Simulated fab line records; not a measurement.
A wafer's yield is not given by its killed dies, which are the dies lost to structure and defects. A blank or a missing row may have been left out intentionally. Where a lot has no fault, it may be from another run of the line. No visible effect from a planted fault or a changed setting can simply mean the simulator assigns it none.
A struck lot beside a sound one	flow berkeley_cmos170	23 out of 331 route steps
Sound: the wafers L464.3, L464.4, L464.5. Wafers struck: L476.2, L476.3, L476.5. The cause is given at the end.
Order at every step that has rows: each side's tool, ch and its chambers, its first start. Under that, the readings that differ: sound wafers	struck wafers	difference of the means	sigmas: that difference in standard deviations of wafers without a fault.
alike: readings whose means differ by less than 2 such deviations, and words and numbers that are the same on both sides. not compared: withheld readings, readings that some wafer has no value for, bounds like >300 that may hide the same value, and numbers for which the record gives no deviation and whose values overlap.
The two part at a step that has a row with sigmas, a row that says differs or no value, or rows on one side only. When numbers do not overlap yet have no deviation, they are printed without sigmas and do not part them. A reading that every wafer of one side lacks parts them only if that side has two wafers or more.

first, 3 steps without rows for these wafers: UCB170_ZERO_EXPOSE_03 (exposes mask PM MARKS, target cd 4000 nm); UCB170_ZERO_PEB_04; UCB170_ZERO_DEVELOP_05 (develop time 45 s).
UCB170_ZERO_ETCH_06: etches SiO2 in CHF3/CF4/Ar, time 12 s.
  sound on rie_diel-02 ch 0,3, day 2 06:55; struck on rie_diel-02 ch 1,2,3, day 4 14:32
  alike: chamber_pressure_mTorr, drypump_motor_current_A, oes_product_au, throttle_valve_pct
  not compared: rf_hours_counter_h
UCB170_ZERO_STRIP_07: strips in O2.
  sound on plasma_asher-03 ch 0,1, day 2 06:58; struck on plasma_asher-03 ch 1, day 4 14:34
reading	sound	struck	difference	sigmas
strip_time_to_endpoint_s (s)	21.43 21.40 21.39	21.59 21.60 21.58	+0.18	+3
  alike: chamber_pressure_mTorr, drypump_motor_current_A, oes_product_au
  not compared: rf_hours_counter_h
then, 2 steps without rows for these wafers: UCB170_NWELL_WET_ETCH_00 (etches SiO2 in dHF, time 200 s); UCB170_NWELL_OXIDATION_01 (target thk 26.4 nm, ox time 1260 s).
UCB170_NWELL_THK_MEAS_02:
  sound: film_metro-03 at day 2 11:20; struck: film_metro-01 at day 4 16:19
  alike: NWELL_OXIDE_THK
then, 2 steps without rows for these wafers: UCB170_NWELL_ANNEAL_03 (time 900 s); UCB170_NWELL_CVD_04 (deposits Si3N4 from SiH2Cl2/NH3, target thk 224 nm, time 3360 s).
UCB170_NWELL_THK_MEAS_05:
  sound: film_metro-04 at day 2 17:21; struck: film_metro-04 at day 4 21:12
  alike: NWELL_NITRIDE_THK
then, 1 step without rows for these wafers: UCB170_NWELL_HMDS_06 (prime time 60 s).
UCB170_NWELL_COAT_07: resist thk 900 nm.
  sound on litho_track-01 ch 0, day 2 17:35; struck on litho_track-01 ch 0, day 4 21:28
reading	sound	struck	difference	sigmas
model.KrF_of_NWELL_COAT_07.thk_nm (nm)	898.9 897.2 898.8	802.6 803.1 802.4	-95.6	
then, 4 steps without rows for these wafers: UCB170_NWELL_SOFTBAKE_08 (time 60 s); UCB170_NWELL_EXPOSE_09 (exposes mask NWELL, target cd 3000 nm); UCB170_NWELL_PEB_10; UCB170_NWELL_DEVELOP_11 (develop time 45 s).
UCB170_NWELL_OVL_MEAS_12:
  sound: overlay-01 at day 2 18:56; struck: overlay-01 at day 4 22:51
reading	sound	struck	difference	sigmas
NWELL_OVL (nm)	-12 -16 -14	-3 -5 3	+12	+2
UCB170_NWELL_ETCH_13: etches Si3N4 in CH3F/Ar/O2, stops on SiO2, target depth 246.4 nm, time 154 s.
  sound on rie_diel-01 ch 2,3, day 2 18:57; struck on rie_diel-01 ch 0,1,3, day 4 22:53
reading	sound	struck	difference	sigmas
model.KrF_of_NWELL_COAT_07.thk_nm (nm)	722.1 724.5 725.1	628.8 627.6 627.2	-96.0	
  alike: chamber_pressure_mTorr, drypump_motor_current_A, oes_product_au, throttle_valve_pct
  not compared: rf_hours_counter_h
after that, 1 step had no rows for these wafers: UCB170_NWELL_IMPLANT_14.
UCB170_NWELL_STRIP_15: strips in O2.
  sound on plasma_asher-04 ch 0,1, day 2 19:14; struck on plasma_asher-01 ch 0,1, day 4 23:08
reading	sound	struck	difference	sigmas
strip_time_to_endpoint_s (s)	18.03 18.09 18.09	15.87 15.82 15.83	-2.23	-30
  alike: chamber_pressure_mTorr, drypump_motor_current_A, oes_product_au
  not compared: rf_hours_counter_h
UCB170_NWELL_TW_MEAS_16:
  sound: film_metro-03 at day 2 19:19; struck: film_metro-04 at day 4 23:14
  alike: NWELL_TW
after that, 1 step had no rows for these wafers: UCB170_M3_PROBE_99.

== WHERE THEY PART ==
Last at UCB170_NWELL_STRIP_15 as far as this record goes, first at UCB170_ZERO_STRIP_07. Later steps at which nothing parts them and some readings are alike: UCB170_NWELL_TW_MEAS_16.

WHY: what had been put in by the simulator
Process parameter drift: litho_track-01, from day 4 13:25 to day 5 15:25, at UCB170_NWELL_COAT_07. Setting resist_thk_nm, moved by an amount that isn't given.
